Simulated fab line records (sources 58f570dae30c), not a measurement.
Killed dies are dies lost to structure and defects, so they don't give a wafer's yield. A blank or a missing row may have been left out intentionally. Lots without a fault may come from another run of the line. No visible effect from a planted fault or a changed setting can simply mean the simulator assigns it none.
Which tool is to blame? ; flow berkeley cmos170 ; Sampling: 14 lots, 42 wafers, 4 of 331 route steps

WHAT THE GAUGES SHOWED, per wafer
UCB170_NSD_TW_MEAS_10.
lot;measured;on;NSD_TW
L810;day 7 19:52;film metro-01;4173 4166 4179
L809;day 7 20:22;film metro-01;4214 4194 4196
L811;day 8 08:59;film metro-01;4196 4236 4217
L812;day 8 09:16;film metro-02;4277 4256 4256
L814;day 8 19:03;film metro-03;4203 4196 4196
L815;day 8 19:36;film metro-02;4266 4264 4244
L818;day 9 18:53;film metro-01;4196 4194 4200
L816;day 9 18:59;film metro-03;4215 4190 4196
L823;day 10 19:44;film metro-01;4184 4206 4199
L824;day 11 03:47;film metro-01;4213 4202 4196
L829;day 12 04:05;film metro-02;4241 4240 4235
L831;day 12 14:19;film metro-03;4195 4202 4215
L830;day 12 14:40;film metro-02;4227 4253 4264
L832;day 12 23:04;film metro-02;4260 4245 4252

UCB170_M1_CD_MEAS_90: target cd 700 nm.
lot;measured;on;cd nm (nm)
L810;day 8 05:27;cd sem-02;698.8 698.3 698.7
L809;day 8 05:44;cd sem-02;699.2 702.9 698.0
L811;day 8 18:35;cd sem-01;700.2 699.7 700.4
L812;day 8 20:09;cd sem-01;700.5 700.7 702.9
L814;day 9 04:22;cd sem-01;703.1 700.2 702.1
L815;day 9 05:28;cd sem-01;697.0 698.4 697.0
L818;day 10 03:34;cd sem-01;697.8 700.4 699.5
L816;day 10 04:59;cd sem-01;696.6 699.7 696.4
L823;day 11 05:01;cd sem-01;699.5 698.3 699.6
L824;day 11 14:20;cd sem-02;700.0 697.2 697.3
L829;day 12 14:48;cd sem-02;702.0 703.4 699.3
L831;day 13 01:25;cd sem-01;699.7 698.8 700.4
L830;day 13 00:55;cd sem-02;700.6 698.0 699.1
L832;day 13 07:34;cd sem-01;705.1 703.9 706.2

WHAT TOOL EACH LOT RAN ON (gives the tool, then ch and the chambers of the sampled wafers, and finally the start)
lot;UCB170_M1_DEVELOP_08;UCB170_M1_METAL_ETCH_12
L810;litho track-03 ch 0, day 8 04:00;rie metal-04 ch 0,1, day 8 05:13
L809;litho track-01 ch 0, day 8 05:00;rie metal-03 ch 0,1, day 8 05:24
L811;litho track-03 ch 0, day 8 18:00;rie metal-01 ch 0, day 8 18:20
L812;litho track-03 ch 0, day 8 19:00;rie metal-03 ch 0,1, day 8 19:50
L814;litho track-02 ch 0, day 9 03:00;rie metal-03 ch 0,1, day 9 04:08
L815;litho track-01 ch 0, day 9 04:00;rie metal-04 ch 1, day 9 05:00
L818;litho track-03 ch 0, day 10 03:00;rie metal-01 ch 0,1, day 10 03:20
L816;litho track-02 ch 0, day 10 04:00;rie metal-04 ch 0,1, day 10 04:44
L823;litho track-01 ch 0, day 11 04:00;rie metal-01 ch 0,1, day 11 04:44
L824;litho track-02 ch 0, day 11 13:00;rie metal-01 ch 0,1, day 11 14:04
L829;litho track-02 ch 0, day 12 14:00;rie metal-03 ch 0,1, day 12 14:33
L831;litho track-03 ch 0, day 13 00:00;rie metal-04 ch 0,1, day 13 01:11
L830;litho track-02 ch 0, day 13 00:00;rie metal-01 ch 0,1, day 13 00:41
L832;litho track-02 ch 0, day 13 07:00;rie metal-03 ch 0,1, day 13 07:19
- UCB170_M1_DEVELOP_08: develop time 45 s.
- UCB170_M1_METAL_ETCH_12: etches Al in Cl2/BCl3, stops on PSG, target depth 780 nm, time 130 s.

AS READ BY THE TOOLS THEMSELVES (means over the sampled wafers that have a number; for cases with no such wafer, the mark the record gives instead)
UCB170_M1_DEVELOP_08.
lot;tool;developer temp C (C)
L810;litho track-03;20.99
L809;litho track-01;21.02
L811;litho track-03;20.95
L812;litho track-03;20.21
L814;litho track-02;20.91
L815;litho track-01;20.88
L818;litho track-03;20.19
L816;litho track-02;21.02
L823;litho track-01;21.19
L824;litho track-02;21.01
L829;litho track-02;20.91
L831;litho track-03;20.89
L830;litho track-02;20.93
L832;litho track-02;21.16

UCB170_M1_METAL_ETCH_12.
lot;tool;bcl3 flow sccm (sccm);drypump motor current A (A);oes product au (a.u.);throttle valve pct (%)
L810;rie metal-04;45.06;5.5;0.830;24.39
L809;rie metal-03;45.01;5.5;0.846;24.48
L811;rie metal-01;45.03;5.6;0.867;24.42
L812;rie metal-03;45.00;5.5;0.845;24.48
L814;rie metal-03;45.03;5.5;0.863;24.48
L815;rie metal-04;44.82;5.5;0.827;24.40
L818;rie metal-01;45.04;5.4;0.868;24.38
L816;rie metal-04;44.95;5.4;0.837;24.41
L823;rie metal-01;44.96;5.3;0.849;24.35
L824;rie metal-01;45.03;5.4;0.861;24.37
L829;rie metal-03;44.92;5.5;0.849;24.49
L831;rie metal-04;44.85;5.5;0.859;24.44
L830;rie metal-01;45.06;5.4;0.864;24.39
L832;rie metal-03;45.04;6.0;0.843;24.51

THE ANSWER, worked out from the rows above alone
Rule: the lots themselves supply what counts as usual. Put in order of their means at a reading, lots are off if they are a third of the lots or fewer, leave a main group of 4 or more, and stand apart from it by a gap of 3 or more times the standard deviation of the main group's means; of several such gaps the widest counts. If all means in a main group match to the digits the tables above print for the reading, that group is not used. Also off: a lot with no number at a reading for which 4 or more lots have one. All remaining lots with rows at the step are treated as sound. After the gauges, taken in route order, come the tools' own readings; for these a lot's mean is taken, as printed above. The first step at which some lot is off is used, and at that step the reading that is off furthest; a lot without a number counts as furthest.
Off: L812, L818 (UCB170_M1_DEVELOP_08, developer temp C). The main group has a mean of 20.99 C with a standard deviation of 0.096.
If a tool, at that step or one of the process steps before it, ran each lot that is off and ran no sound lot following the first of them, it fits. No candidate that was tried fits.

WHAT HAD BEEN PUT IN BY THE SIMULATOR
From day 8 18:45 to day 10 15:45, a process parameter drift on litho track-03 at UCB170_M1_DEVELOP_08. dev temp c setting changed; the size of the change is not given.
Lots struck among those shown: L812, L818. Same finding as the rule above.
